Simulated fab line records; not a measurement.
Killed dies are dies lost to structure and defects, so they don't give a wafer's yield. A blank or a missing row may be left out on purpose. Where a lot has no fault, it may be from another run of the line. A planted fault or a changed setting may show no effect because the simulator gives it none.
fab line records | flow berkeley-cmos170
record: lots: 5 wafers: 15 last-day: 12
route steps=331 shown V2@296 M3@309
lots untouched by any fault: they come from a run of this same line in which no faults occurred
start-h: hours from the record's opening day to when the first of the lot's shown wafers began | wait-h: hours from the lot's prior step to this one | " as in the row above | L1.1+2: a single row standing in for several wafers | - no value, or no start was given | * or withheld: withheld | < > ~ a bound
route shown NAME@n: names a module that has steps shown in the file, with the first one's number in the route | usual: the fault-free wafers' mean and standard deviation | same: alike in all rows | chamber/n: place in a boat | sites: each site's reading | _std_site: standard deviation of those values | _edge_site: outer sites' mean less inner sites' | radius-mm: for every site, how far away it sits from the centre of the wafer | mask NAME#n: copy n | behind: the last tool/chamber to shape the wafer | hold: the reason the lot was held/the length of the hold in hours/how it ended | device: names the non-switching transistor (n, p or np) | end of line: at the end of the route, the tests of the same wafers | step lacking rows: just its recipe | killed: at the first sort, the dies lost to defects and structure; wafer yield is something else | map: shows each die of a wafer: x if killed, . if not, _ if none is there
set.NAME: the setting the step ran with; set.NAME@STEP: the setting that earlier step ran with | model.NAME: the simulator's own value behind a step, which no gauge read
lots seen at some steps along the route; tables by step, rows by wafer
services: from which hour (start-h, from the record's first day; less than 0 if before it) a tool's chamber was out of use, for how many hours, and why
== steps ==
step: UCB170_V2_THK_MEAS_04
recipe: reads: SiO2_of_V2_CVD_00
usual: V2_POLISHED_THK: 1000.0/1.2
columns lot.wafer tool chamber start-h wait-h V2_POLISHED_THK[nm]
L075.1 film-metro-03 - 174.78 0.1 1000.1
L075.3 " - " " 1000.5
L075.4 " - " " 1000.4
L079.1 film-metro-02 - 194.04 0.1 1000.7
L079.5 " - " " 1000.1
L079.6 " - " " 999.7
L074.1 film-metro-03 - 194.15 0.1 1001.4
L074.2 " - " " 999.7
L074.4 " - " " 999.2
L083.2 film-metro-02 - 223.02 0.1 998.4
L083.3 " - " " 998.6
L083.6 " - " " 998.1
L094.1 film-metro-04 - 283.14 0.1 999.1
L094.3 " - " " 999.6
L094.4 " - " " 998.9
step: UCB170_V2_CLEAN_05
recipe: chemistry: DIW
columns lot.wafer tool chamber start-h wait-h
L075.1+3+4 wet-bench-04 3 174.85 0.1
L079.1+5+6 wet-bench-04 0 194.10 0.1
L074.1+2+4 wet-bench-02 3 194.21 0.1
L083.2+3+6 wet-bench-02 3 224.16 1.1
L094.1+3+4 wet-bench-04 1 283.20 0.1
step: UCB170_V2_HMDS_06
recipe: prime-time-s: 60 prime-temp-c: 100
columns lot.wafer tool chamber start-h wait-h
L075.1+3+4 litho-track-04 0 175.02 0.0
L079.1+5+6 litho-track-04 0 194.27 0.0
L074.1+2+4 litho-track-01 0 194.80 0.4
L083.2+3+6 litho-track-04 0 224.36 0.0
L094.1+3+4 litho-track-01 0 283.38 0.0
step: UCB170_V2_COAT_07
recipe: resist: KrF spin-rpm: 1500 resist-thk-nm: 900
columns lot.wafer tool chamber start-h wait-h
L075.1+3+4 litho-track-04 0 175.17 0.1
L079.1+5+6 litho-track-04 0 194.42 0.1
L074.1+2+4 litho-track-01 0 194.95 0.1
L083.2+3+6 litho-track-04 0 224.51 0.1
L094.1+3+4 litho-track-01 0 283.53 0.1
step: UCB170_V2_SOFTBAKE_08
recipe: resist: KrF temp-c: 130 time-s: 60
usual: plate-temp-C: 130.00/0.13
columns lot.wafer tool chamber start-h wait-h plate-temp-C
L075.1 litho-track-04 0 175.32 0.1 130.25
L075.3 " 0 " " 130.21
L075.4 " 0 " " 130.10
L079.1 litho-track-04 0 194.57 0.1 130.14
L079.5 " 0 " " 129.98
L079.6 " 0 " " 130.00
L074.1 litho-track-01 0 195.10 0.1 129.78
L074.2 " 0 " " 130.05
L074.4 " 0 " " 129.94
L083.2 litho-track-04 0 224.66 0.1 129.90
L083.3 " 0 " " 129.87
L083.6 " 0 " " 130.03
L094.1 litho-track-01 0 283.68 0.1 130.05
L094.3 " 0 " " 130.25
L094.4 " 0 " " 129.87
step: UCB170_V2_EXPOSE_09
recipe: mask-id: VIA2 target-cd-nm: 700 na: 0.5 sigma-outer: 0.6 source-shape: conventional dose-mj: 37
usual: exposure-dose-mJ-cm2: 36.93/0.039
columns lot.wafer tool chamber start-h wait-h mask exposure-dose-mJ-cm2
L075.1 krf-scanner-01 0 175.60 0.2 VIA2#0 36.94
L075.3 " 0 " " VIA2#0 36.95
L075.4 " 0 " " VIA2#0 36.94
L079.1 krf-scanner-02 0 194.72 0.1 VIA2#0 36.96
L079.5 " 0 " " VIA2#0 36.95
L079.6 " 0 " " VIA2#0 36.92
L074.1 krf-scanner-01 0 195.37 0.2 VIA2#0 36.95
L074.2 " 0 " " VIA2#0 36.98
L074.4 " 0 " " VIA2#0 36.97
L083.2 krf-scanner-01 0 224.93 0.2 VIA2#0 36.96
L083.3 " 0 " " VIA2#0 36.94
L083.6 " 0 " " VIA2#0 37.00
L094.1 krf-scanner-01 0 283.95 0.2 VIA2#0 36.90
L094.3 " 0 " " VIA2#0 36.94
L094.4 " 0 " " VIA2#0 36.89
step: UCB170_V2_PEB_10
recipe: peb-temp-c: 130 peb-time-s: withheld resist: KrF
usual: plate-temp-C: 129.99/0.13
columns lot.wafer tool chamber start-h wait-h plate-temp-C
L075.1 litho-track-01 0 175.71 0.1 129.95
L075.3 " 0 " " 130.35
L075.4 " 0 " " 130.25
L079.1 litho-track-01 0 195.25 0.5 130.21
L079.5 " 0 " " 130.15
L079.6 " 0 " " 129.96
L074.1 litho-track-04 0 195.72 0.3 130.09
L074.2 " 0 " " 129.85
L074.4 " 0 " " 130.21
L083.2 litho-track-01 0 225.26 0.3 129.89
L083.3 " 0 " " 130.06
L083.6 " 0 " " 129.98
L094.1 litho-track-01 0 284.07 0.1 129.85
L094.3 " 0 " " 129.95
L094.4 " 0 " " 129.97
step: UCB170_V2_DEVELOP_11
recipe: developer: TMAH develop-time-s: 45 resist: KrF dev-temp-c: 20.34
usual: developer-temp-C: 20.35/0.11
columns lot.wafer tool chamber start-h wait-h developer-temp-C
L075.1 litho-track-01 0 - - 20.28
L075.3 " 0 " " 20.28
L075.4 " 0 " " 20.43
L079.1 litho-track-01 0 - - 20.39
L079.5 " 0 " " 20.25
L079.6 " 0 " " 20.26
L074.1 litho-track-04 0 - - 20.41
L074.2 " 0 " " 20.25
L074.4 " 0 " " 20.27
L083.2 litho-track-01 0 - - 20.15
L083.3 " 0 " " 20.27
L083.6 " 0 " " 20.41
L094.1 litho-track-01 0 - - 20.44
L094.3 " 0 " " 20.39
L094.4 " 0 " " 20.52
step: UCB170_V2_CD_MEAS_12
recipe: target-cd-nm: 700
usual: cd-nm: 699.9/1.3
columns lot.wafer tool chamber start-h wait-h cd-nm
L075.1 cd-sem-01 - 175.99 - 700.9
L075.3 " - " " 701.4
L075.4 " - " " 701.7
L079.1 cd-sem-02 - 195.52 - 700.3
L079.5 " - " " 701.2
L079.6 " - " " 700.4
L074.1 cd-sem-02 - 196.00 - 699.4
L074.2 " - " " 699.4
L074.4 " - " " 700.4
L083.2 cd-sem-02 - 225.65 - 698.5
L083.3 " - " " 699.7
L083.6 " - " " 699.0
L094.1 cd-sem-01 - 284.34 - 701.8
L094.3 " - " " 699.9
L094.4 " - " " 701.2
step: UCB170_V2_OVL_MEAS_13
usual: V2_OVL: 8/5.6
columns lot.wafer tool chamber start-h wait-h V2_OVL[nm]
L075.1 overlay-02 - 176.11 0.1 8
L075.3 " - " " 8
L075.4 " - " " 14
L079.1 overlay-01 - 195.64 0.1 3
L079.5 " - " " 2
L079.6 " - " " 12
L074.1 overlay-02 - 196.12 0.1 11
L074.2 " - " " 10
L074.4 " - " " 7
L083.2 overlay-01 - 225.76 0.1 11
L083.3 " - " " 10
L083.6 " - " " 10
L094.1 overlay-02 - 284.46 0.1 11
L094.3 " - " " 13
L094.4 " - " " 20
step: UCB170_V2_ETCH_14
recipe: chemistry: CHF3/CF4/Ar target: SiO2 stop-on: Al CHF3_flow_sccm: 45 cf4-flow-sccm: 15 Ar_flow_sccm: 150 pressure-mtorr: 200 rf-w: 710 target-depth-a: 12500 over-etch-frac: 0.25 time-s: 291
usual: drypump-motor-current-A: 5.8/0.64 oes-product-au: 0.867/0.012 throttle-valve-pct: 6.93/0.11
columns lot.wafer tool chamber start-h wait-h drypump-motor-current-A oes-product-au rf-hours-counter-h throttle-valve-pct
L075.1 rie-diel-02 3 176.14 0.0 5.7 0.854 2 6.79
L075.3 " 1 " " 6.4 0.860 4 6.86
L075.4 " 2 " " 4.7 0.859 145 7.05
L079.1 rie-diel-03 0 195.68 0.0 5.3 0.851 91 6.93
L079.5 " 3 " " 6.9 0.884 - 7.00
L079.6 " 2 " " 5.4 0.868 - 7.13
L074.1 rie-diel-02 2 196.15 0.0 4.7 0.862 146 7.06
L074.2 " 0 " " 6.2 0.879 34 6.82
L074.4 " 1 " " 6.4 0.858 5 6.85
L083.2 rie-diel-04 0 225.79 0.0 6.3 0.851 36 6.80
L083.3 " 3 " " 5.1 0.878 89 6.86
L083.6 " 1 " " 5.4 0.862 - 7.03
L094.1 rie-diel-04 1 284.50 0.0 5.4 0.876 103 7.05
L094.3 " 3 " " 5.1 0.873 92 6.86
L094.4 " 2 " " 6.5 0.879 41 6.83
step: UCB170_V2_STRIP_15
recipe: chemistry: O2 power-w: 400 pressure-mtorr: 3500 platen-temp-c: withheld o2-flow-sccm: 400 overash-fraction: 0.5
usual: drypump-motor-current-A: 5.71/0.25 oes-product-au: 0.722/0.0046 strip-time-to-endpoint-s: 15.33/0.12
same: overash-fraction: 0.5
columns lot.wafer tool chamber start-h wait-h drypump-motor-current-A oes-product-au rf-hours-counter-h strip-time-to-endpoint-s
L075.1 plasma-asher-03 0 176.32 0.1 5.60 0.719 6 15.31
L075.3 " 1 " " 5.57 0.718 - 15.37
L075.4 " 0 " " 5.60 0.725 - 15.42
L079.1 plasma-asher-04 0 195.86 0.1 5.67 0.716 46 15.44
L079.5 " 1 " " 6.06 0.720 - 15.31
L079.6 " 0 " " 5.64 0.724 - 15.33
L074.1 plasma-asher-04 1 196.33 0.1 6.07 0.718 46 15.40
L074.2 " 0 " " 5.66 0.718 46 15.50
L074.4 " 0 " " 5.67 0.719 - 15.39
L083.2 plasma-asher-01 0 225.97 0.1 5.99 0.728 50 15.31
L083.3 " 0 " " 6.04 0.724 - 15.44
L083.6 " 1 " " 5.30 0.716 - 15.14
L094.1 plasma-asher-03 1 284.68 0.1 5.58 0.726 17 15.21
L094.3 " 0 " " 5.62 0.723 - 15.41
L094.4 " 1 " " 5.58 0.720 - 15.37
step: UCB170_V2_CD_MEAS_90
recipe: target-cd-nm: 700
usual: cd-nm: 700.2/1.4
columns lot.wafer tool chamber start-h wait-h cd-nm
L075.1 cd-sem-02 - 176.42 0.1 702.6
L075.3 " - " " 701.5
L075.4 " - " " 701.2
L079.1 cd-sem-01 - 195.96 0.1 700.3
L079.5 " - " " 702.2
L079.6 " - " " 700.2
L074.1 cd-sem-02 - 196.43 0.1 698.0
L074.2 " - " " 699.4
L074.4 " - " " 700.8
L083.2 cd-sem-02 - 226.09 0.1 698.9
L083.3 " - " " 699.9
L083.6 " - " " 699.9
L094.1 cd-sem-01 - 284.78 0.1 702.6
L094.3 " - " " 701.3
L094.4 " - " " 702.8
step: UCB170_M3_PRE_CLEAN_00
recipe: gas: Ar preclean-etch-time-s: 60
same: preclean-etch-time-s: 60
columns lot.wafer tool chamber start-h wait-h
L075.1+3+4 pvd-sputter-01 - 176.54 0.1
L079.1+5+6 pvd-sputter-03 - 196.08 0.1
L074.1+2+4 pvd-sputter-04 - 196.55 0.1
L083.2+3+6 pvd-sputter-03 - 226.19 0.1
L094.1+3+4 pvd-sputter-04 - 284.90 0.1
step: UCB170_M3_SPUTTER_01
recipe: material: Al target-thk-nm: 900 time-s: 120 power-w: 6000 chamber-pressure-pa: 0.5
usual: throttle-valve-pct: 30.3/0.83
columns lot.wafer tool chamber start-h wait-h throttle-valve-pct
L075.1 pvd-sputter-01 - 176.61 0.0 30.7
L075.3 " - " " 29.8
L075.4 " - " " 31.7
L079.1 pvd-sputter-03 - 196.14 0.0 29.8
L079.5 " - " " 28.8
L079.6 " - " " 31.2
L074.1 pvd-sputter-04 - 196.62 0.0 30.8
L074.2 " - " " 30.5
L074.4 " - " " 29.7
L083.2 pvd-sputter-03 - 226.25 0.0 30.6
L083.3 " - " " 29.9
L083.6 " - " " 30.5
L094.1 pvd-sputter-04 - 284.96 0.0 29.8
L094.3 " - " " 30.9
L094.4 " - " " 30.7
step: UCB170_M3_RS_MEAS_02
recipe: thk-meas-gauge: four-point-probe reads: Al_of_M3_SPUTTER_01
usual: M3_AL_RS: 0.0321/0.00039
columns lot.wafer tool chamber start-h wait-h M3_AL_RS[ohm/sq]
L075.1 film-metro-02 - 176.69 0.0 0.0321
L075.3 " - " " 0.0320
L075.4 " - " " 0.0317
L079.1 film-metro-03 - 196.23 0.0 0.0324
L079.5 " - " " 0.0325
L079.6 " - " " 0.0326
L074.1 film-metro-02 - 196.70 0.0 0.0323
L074.2 " - " " 0.0320
L074.4 " - " " 0.0321
L083.2 film-metro-01 - 226.42 0.1 0.0328
L083.3 " - " " 0.0325
L083.6 " - " " 0.0330
L094.1 film-metro-02 - 285.05 0.0 0.0316
L094.3 " - " " 0.0314
L094.4 " - " " 0.0316
step: UCB170_M3_THK_MEAS_03
recipe: thk-meas-gauge: xrf reads: Al_of_M3_SPUTTER_01
usual: M3_AL_THK: 905/13
columns lot.wafer tool chamber start-h wait-h M3_AL_THK[nm]
L075.1 film-metro-02 - 176.81 0.1 907
L075.3 " - " " 910
L075.4 " - " " 921
L079.1 film-metro-03 - 196.35 0.1 901
L079.5 " - " " 896
L079.6 " - " " 894
L074.1 film-metro-02 - 196.82 0.1 903
L074.2 " - " " 905
L074.4 " - " " 908
L083.2 film-metro-01 - 226.53 0.1 881
L083.3 " - " " 891
L083.6 " - " " 879
L094.1 film-metro-02 - 285.17 0.1 918
L094.3 " - " " 924
L094.4 " - " " 915
step: UCB170_M3_HMDS_04
recipe: prime-time-s: 60 prime-temp-c: 100
columns lot.wafer tool chamber start-h wait-h
L075.1+3+4 litho-track-02 0 176.87 0.1
L079.1+5+6 litho-track-04 0 196.56 0.2
L074.1+2+4 litho-track-02 0 197.28 0.4
L083.2+3+6 litho-track-03 0 226.60 0.1
L094.1+3+4 litho-track-04 0 285.49 0.3
step: UCB170_M3_COAT_05
recipe: resist: KrF spin-rpm: 1500 resist-thk-nm: 900
columns lot.wafer tool chamber start-h wait-h
L075.1+3+4 litho-track-02 0 177.02 0.1
L079.1+5+6 litho-track-04 0 196.71 0.1
L074.1+2+4 litho-track-02 0 197.43 0.1
L083.2+3+6 litho-track-03 0 226.75 0.1
L094.1+3+4 litho-track-04 0 285.64 0.1
step: UCB170_M3_SOFTBAKE_06
recipe: resist: KrF temp-c: 130 time-s: 60
usual: plate-temp-C: 129.99/0.14
columns lot.wafer tool chamber start-h wait-h plate-temp-C
L075.1 litho-track-02 0 177.17 0.1 129.96
L075.3 " 0 " " 129.89
L075.4 " 0 " " 129.79
L079.1 litho-track-04 0 196.86 0.1 129.95
L079.5 " 0 " " 129.83
L079.6 " 0 " " 129.93
L074.1 litho-track-02 0 197.58 0.1 130.00
L074.2 " 0 " " 129.86
L074.4 " 0 " " 129.93
L083.2 litho-track-03 0 226.90 0.1 129.87
L083.3 " 0 " " 129.85
L083.6 " 0 " " 129.84
L094.1 litho-track-04 0 285.79 0.1 130.09
L094.3 " 0 " " 130.11
L094.4 " 0 " " 129.81
step: UCB170_M3_STRIP_07
recipe: chemistry: O2 power-w: 400 pressure-mtorr: 3500 platen-temp-c: withheld o2-flow-sccm: 400 overash-fraction: 0.5
usual: drypump-motor-current-A: 5.8/0.36 oes-product-au: 0.734/0.0041 strip-time-to-endpoint-s: 21.99/0.071
same: overash-fraction: 0.5
columns lot.wafer tool chamber start-h wait-h drypump-motor-current-A oes-product-au rf-hours-counter-h strip-time-to-endpoint-s
L075.1 plasma-asher-01 0 177.32 0.1 6.1 0.733 45 21.78
L075.3 " 0 " " 6.0 0.727 - 21.93
L075.4 " 1 " " 5.3 0.738 - 21.88
L079.1 plasma-asher-03 1 197.01 0.1 5.6 0.734 9 22.02
L079.5 " 1 " " 5.5 0.739 - 22.02
L079.6 " 0 " " 5.6 0.730 - 21.99
L074.1 plasma-asher-03 1 197.73 0.1 5.6 0.731 9 21.95
L074.2 " 0 " " 5.6 0.732 9 21.93
L074.4 " 0 " " 5.6 0.741 - 21.97
L083.2 plasma-asher-01 0 227.03 0.1 6.0 0.734 50 21.89
L083.3 " 0 " " 6.0 0.734 - 21.96
L083.6 " 0 " " 6.0 0.734 - 21.96
L094.1 plasma-asher-01 0 285.94 0.1 6.0 0.738 57 22.01
L094.3 " 1 " " 5.3 0.730 - 22.02
L094.4 " 0 " " 6.0 0.738 - 22.10
step: UCB170_M3_STRIP_08
recipe: chemistry: DMSO temp-c: 80 time-s: 600 material: KrF
usual: temp-c: 80.01/0.14
columns lot.wafer tool chamber start-h wait-h temp-c
L075.1 wet-bench-01 3 177.86 0.5 79.80
L075.3 " 3 " " 79.90
L075.4 " 3 " " 80.05
L079.1 wet-bench-04 2 197.24 0.2 79.86
L079.5 " 2 " " 80.02
L079.6 " 2 " " 80.06
L074.1 wet-bench-04 3 197.83 0.1 80.10
L074.2 " 3 " " 79.90
L074.4 " 3 " " 80.09
L083.2 wet-bench-04 3 227.13 0.1 79.93
L083.3 " 3 " " 79.89
L083.6 " 3 " " 80.05
L094.1 wet-bench-04 3 286.04 0.1 80.21
L094.3 " 3 " " 80.00
L094.4 " 3 " " 80.16
step: UCB170_M3_COAT_09
recipe: resist: BARC temp-c: withheld time-s: withheld spin-rpm: 3000 resist-thk-nm: withheld
columns lot.wafer tool chamber start-h wait-h
L075.1+3+4 litho-track-02 0 178.11 0.1
L079.1+5+6 litho-track-03 0 197.83 0.4
L074.1+2+4 litho-track-04 0 198.00 0.0
L083.2+3+6 litho-track-04 0 227.34 0.0
L094.1+3+4 litho-track-03 0 286.45 0.2
step: UCB170_M3_COAT_10
recipe: resist: KrF spin-rpm: 1500 resist-thk-nm: 900
columns lot.wafer tool chamber start-h wait-h
L075.1+3+4 litho-track-02 0 - -
L079.1+5+6 litho-track-03 0 - -
L074.1+2+4 litho-track-04 0 - -
L083.2+3+6 litho-track-04 0 - -
L094.1+3+4 litho-track-03 0 - -
step: UCB170_M3_SOFTBAKE_11
recipe: resist: KrF temp-c: 130 time-s: 60
usual: plate-temp-C: 130.00/0.14
columns lot.wafer tool chamber start-h wait-h plate-temp-C
L075.1 litho-track-02 0 - - 129.76
L075.3 " 0 " " 129.89
L075.4 " 0 " " 129.94
L079.1 litho-track-03 0 - - 130.05
L079.5 " 0 " " 129.95
L079.6 " 0 " " 129.83
L074.1 litho-track-04 0 - - 130.03
L074.2 " 0 " " 130.10
L074.4 " 0 " " 130.12
L083.2 litho-track-04 0 - - 130.02
L083.3 " 0 " " 130.06
L083.6 " 0 " " 130.07
L094.1 litho-track-03 0 - - 129.97
L094.3 " 0 " " 130.01
L094.4 " 0 " " 129.87
step: UCB170_M3_EXPOSE_12
recipe: mask-id: METAL3 target-cd-nm: 700 na: 0.5 sigma-outer: 0.6 source-shape: conventional dose-mj: 26
usual: exposure-dose-mJ-cm2: 25.975/0.023
columns lot.wafer tool chamber start-h wait-h mask exposure-dose-mJ-cm2
L075.1 krf-scanner-01 0 178.68 - METAL3#0 25.975
L075.3 " 0 " " METAL3#0 25.984
L075.4 " 0 " " METAL3#0 25.958
L079.1 krf-scanner-01 0 198.28 - METAL3#0 25.976
L079.5 " 0 " " METAL3#0 25.947
L079.6 " 0 " " METAL3#0 25.949
L074.1 krf-scanner-02 0 198.58 - METAL3#0 25.972
L074.2 " 0 " " METAL3#0 25.971
L074.4 " 0 " " METAL3#0 25.957
L083.2 krf-scanner-02 0 227.79 - METAL3#0 25.968
L083.3 " 0 " " METAL3#0 25.985
L083.6 " 0 " " METAL3#0 26.008
L094.1 krf-scanner-01 0 287.04 - METAL3#0 25.976
L094.3 " 0 " " METAL3#0 25.997
L094.4 " 0 " " METAL3#0 25.981
step: UCB170_M3_PEB_13
recipe: peb-temp-c: 130 peb-time-s: withheld resist: KrF
usual: plate-temp-C: 130.04/0.14
columns lot.wafer tool chamber start-h wait-h plate-temp-C
L075.1 litho-track-03 0 178.80 0.1 130.01
L075.3 " 0 " " 130.17
L075.4 " 0 " " 130.15
L079.1 litho-track-03 0 198.39 0.1 130.07
L079.5 " 0 " " 130.21
L079.6 " 0 " " 130.07
L074.1 litho-track-04 0 198.69 0.1 129.95
L074.2 " 0 " " 129.99
L074.4 " 0 " " 130.14
L083.2 litho-track-04 0 227.91 0.1 129.82
L083.3 " 0 " " 129.86
L083.6 " 0 " " 129.81
L094.1 litho-track-03 0 287.17 0.1 130.01
L094.3 " 0 " " 129.94
L094.4 " 0 " " 129.90
step: UCB170_M3_DEVELOP_14
recipe: developer: TMAH develop-time-s: 45 resist: KrF dev-temp-c: 21
usual: developer-temp-C: 21.01/0.11
columns lot.wafer tool chamber start-h wait-h developer-temp-C
L075.1 litho-track-03 0 - - 20.91
L075.3 " 0 " " 20.80
L075.4 " 0 " " 20.94
L079.1 litho-track-03 0 - - 20.93
L079.5 " 0 " " 20.84
L079.6 " 0 " " 20.95
L074.1 litho-track-04 0 - - 20.98
L074.2 " 0 " " 20.96
L074.4 " 0 " " 21.09
L083.2 litho-track-04 0 - - 21.02
L083.3 " 0 " " 20.90
L083.6 " 0 " " 20.88
L094.1 litho-track-03 0 - - 20.91
L094.3 " 0 " " 21.05
L094.4 " 0 " " 21.02
step: UCB170_M3_CD_MEAS_15
recipe: target-cd-nm: 700
usual: cd-nm: 699.9/1.2
columns lot.wafer tool chamber start-h wait-h cd-nm
L075.1 cd-sem-01 - 179.08 - 700.3
L075.3 " - " " 700.5
L075.4 " - " " 700.6
L079.1 cd-sem-02 - 198.67 - 701.6
L079.5 " - " " 700.1
L079.6 " - " " 700.7
L074.1 cd-sem-01 - 198.97 - 699.5
L074.2 " - " " 698.3
L074.4 " - " " 700.5
L083.2 cd-sem-02 - 228.18 - 700.2
L083.3 " - " " 701.4
L083.6 " - " " 701.4
L094.1 cd-sem-02 - 287.47 - 699.4
L094.3 " - " " 699.5
L094.4 " - " " 699.1
step: UCB170_M3_OVL_MEAS_16
usual: M3_OVL: 0/4.9
columns lot.wafer tool chamber start-h wait-h M3_OVL[nm]
L075.1 overlay-02 - 179.20 0.1 -4
L075.3 " - " " 6
L075.4 " - " " -3
L079.1 overlay-01 - 198.79 0.1 1
L079.5 " - " " 2
L079.6 " - " " 0
L074.1 overlay-02 - 199.09 0.1 0
L074.2 " - " " -3
L074.4 " - " " 0
L083.2 overlay-01 - 228.28 0.1 4
L083.3 " - " " 4
L083.6 " - " " -1
L094.1 overlay-01 - 287.59 0.1 2
L094.3 " - " " -8
L094.4 " - " " -4
step: UCB170_M3_ETCH_17
recipe: chemistry: N2/H2 target-depth-a: withheld overetch-a: withheld target: BARC time-s: withheld source-w: 500 bias-w: 100 pressure-mtorr: 30 n2-flow-sccm: 100 h2-flow-sccm: 200
usual: drypump-motor-current-A: 5.6/0.66 oes-product-au: 0.991/0.017 throttle-valve-pct: 13.27/0.2
columns lot.wafer tool chamber start-h wait-h drypump-motor-current-A oes-product-au throttle-valve-pct
L075.1 rie-diel-04 1 179.23 0.0 5.4 1.015 13.41
L075.3 " 0 " " 6.4 0.989 13.09
L075.4 " 3 " " 5.1 0.993 13.35
L079.1 rie-diel-03 2 198.82 0.0 5.4 0.990 13.64
L079.5 " 0 " " 5.4 0.967 13.16
L079.6 " 2 " " 5.4 0.990 13.63
L074.1 rie-diel-01 3 199.12 0.0 4.8 0.986 13.37
L074.2 " 1 " " 4.8 0.994 13.35
L074.4 " 2 " " 5.5 0.979 13.09
L083.2 rie-diel-04 0 228.31 0.0 6.3 0.972 13.09
L083.3 " 1 " " 5.4 0.993 13.39
L083.6 " 3 " " 5.2 0.981 13.36
L094.1 rie-diel-01 0 287.63 0.0 6.4 0.991 12.92
L094.3 " 1 " " 4.8 0.999 13.36
L094.4 " 3 " " 4.8 0.991 13.39
step: UCB170_M3_METAL_ETCH_18
recipe: chemistry: Cl2/BCl3 target: Al stop-on: SiO2 pressure-mtorr: 12 target-depth-a: 11700 over-etch-frac: 0.3 time-s: 195 icp-w: 600 bias-w: 122 Cl2_flow_sccm: 90 bcl3-flow-sccm: 45
usual: drypump-motor-current-A: 5.8/0.39 he-backside-leak-sccm: 3.32/0.19 oes-product-au: 0.861/0.012 throttle-valve-pct: 24.51/0.12
columns lot.wafer tool chamber start-h wait-h drypump-motor-current-A he-backside-leak-sccm oes-product-au rf-hours-counter-h throttle-valve-pct
L075.1 rie-metal-02 0 179.27 - 6.1 3.34 0.858 2 24.42
L075.3 " 0 " " 6.1 3.26 0.863 - 24.45
L075.4 " 0 " " 6.1 3.41 0.860 - 24.43
L079.1 rie-metal-02 0 198.87 - 6.1 3.36 0.861 3 24.44
L079.5 " 1 " " 5.7 3.35 0.834 - 24.60
L079.6 " 0 " " 6.1 3.52 0.852 - 24.45
L074.1 rie-metal-04 1 199.17 - 6.1 3.67 0.861 10 24.26
L074.2 " 0 " " 6.0 3.46 0.865 10 24.51
L074.4 " 1 " " 6.1 3.73 0.872 - 24.26
L083.2 rie-metal-02 0 228.36 - 6.1 3.35 0.852 3 24.43
L083.3 " 0 " " 6.1 3.46 0.854 - 24.45
L083.6 " 0 " " 6.1 3.44 0.847 - 24.43
L094.1 rie-metal-04 1 287.67 - 6.1 3.56 0.883 11 24.25
L094.3 " 1 " " 6.1 3.43 0.879 - 24.28
L094.4 " 0 " " 6.0 3.26 0.855 - 24.53
step: UCB170_M3_STRIP_19
recipe: chemistry: O2 power-w: 400 pressure-mtorr: 3500 platen-temp-c: withheld o2-flow-sccm: 400 overash-fraction: 0.5
usual: drypump-motor-current-A: 5.8/0.35 oes-product-au: 0.550/0.015
same: overash-fraction: 0.5
columns lot.wafer tool chamber start-h wait-h drypump-motor-current-A oes-product-au rf-hours-counter-h
L075.1 plasma-asher-01 0 179.65 0.3 6.0 0.572 45
L075.3 " 0 " " 6.0 0.561 -
L075.4 " 1 " " 5.3 0.578 -
L079.1 plasma-asher-01 1 199.05 0.1 5.3 0.564 47
L079.5 " 1 " " 5.3 0.547 -
L079.6 " 0 " " 6.0 0.569 -
L074.1 plasma-asher-03 0 199.35 0.1 5.6 0.560 9
L074.2 " 1 " " 5.6 0.564 9
L074.4 " 1 " " 5.5 0.537 -
L083.2 plasma-asher-01 0 228.54 0.1 6.0 0.583 50
L083.3 " 0 " " 6.1 0.576 -
L083.6 " 0 " " 6.0 0.577 -
L094.1 plasma-asher-01 0 287.92 0.2 6.0 0.547 57
L094.3 " 1 " " 5.3 0.532 -
L094.4 " 0 " " 6.0 0.560 -
step: UCB170_M3_CD_MEAS_90
recipe: target-cd-nm: 700
usual: cd-nm: 700/3.7
columns lot.wafer tool chamber start-h wait-h cd-nm
L075.1 cd-sem-02 - 179.75 0.1 697
L075.3 " - " " 697
L075.4 " - " " 698
L079.1 cd-sem-02 - 199.15 0.1 698
L079.5 " - " " 697
L079.6 " - " " 696
L074.1 cd-sem-02 - 199.45 0.1 696
L074.2 " - " " 699
L074.4 " - " " 692
L083.2 cd-sem-01 - 228.66 0.1 700
L083.3 " - " " 700
L083.6 " - " " 701
L094.1 cd-sem-02 - 288.02 0.1 693
L094.3 " - " " 695
L094.4 " - " " 699
step: UCB170_M3_BOW_MEAS_20
recipe: mode: bow
usual: M3_BOW: 37/6.3
columns lot.wafer tool chamber start-h wait-h M3_BOW[um]
L075.1 film-metro-03 - 179.87 0.1 39
L075.3 " - " " 27
L075.4 " - " " 42
L079.1 film-metro-03 - 199.27 0.1 38
L079.5 " - " " 40
L079.6 " - " " 54
L074.1 film-metro-01 - 199.57 0.1 37
L074.2 " - " " 40
L074.4 " - " " 41
L083.2 film-metro-03 - 228.78 0.1 41
L083.3 " - " " 45
L083.6 " - " " 43
L094.1 film-metro-03 - 288.14 0.1 35
L094.3 " - " " 30
L094.4 " - " " 30
== services ==
columns tool chamber start-h hours kind
rie-diel-03 0 151.88 13.6 repair
krf-scanner-01 0 155.13 - calibration
wet-bench-01 - 158.97 4.4 pm
rie-metal-02 1 171.40 8.6 repair
rie-diel-02 - 172.64 2.8 pm
rie-diel-04 1 174.25 3.1 repair
rie-diel-03 3 176.36 1.4 repair
krf-scanner-02 - 191.44 1.3 pm
krf-scanner-02 - 193.55 0.5 repair
rie-diel-04 - 195.02 15.6 pm
rie-diel-03 3 204.51 9.3 repair
rie-diel-02 1 207.48 3.6 repair
pvd-sputter-04 - 215.86 26.4 repair
rie-diel-04 0 222.63 2.7 repair
rie-metal-04 1 224.54 4.2 repair
krf-scanner-01 - 226.99 0.8 pm
krf-scanner-01 - 228.66 1.3 pm
rie-metal-02 1 229.13 1.9 repair
rie-diel-04 1 243.02 8.8 repair
rie-diel-04 0 247.68 3.8 repair
rie-diel-01 1 256.85 9.6 repair
plasma-asher-03 - 265.03 10.4 repair
rie-metal-02 0 273.05 5.2 repair
krf-scanner-02 - 286.42 3.6 pm
== key ==
fault none
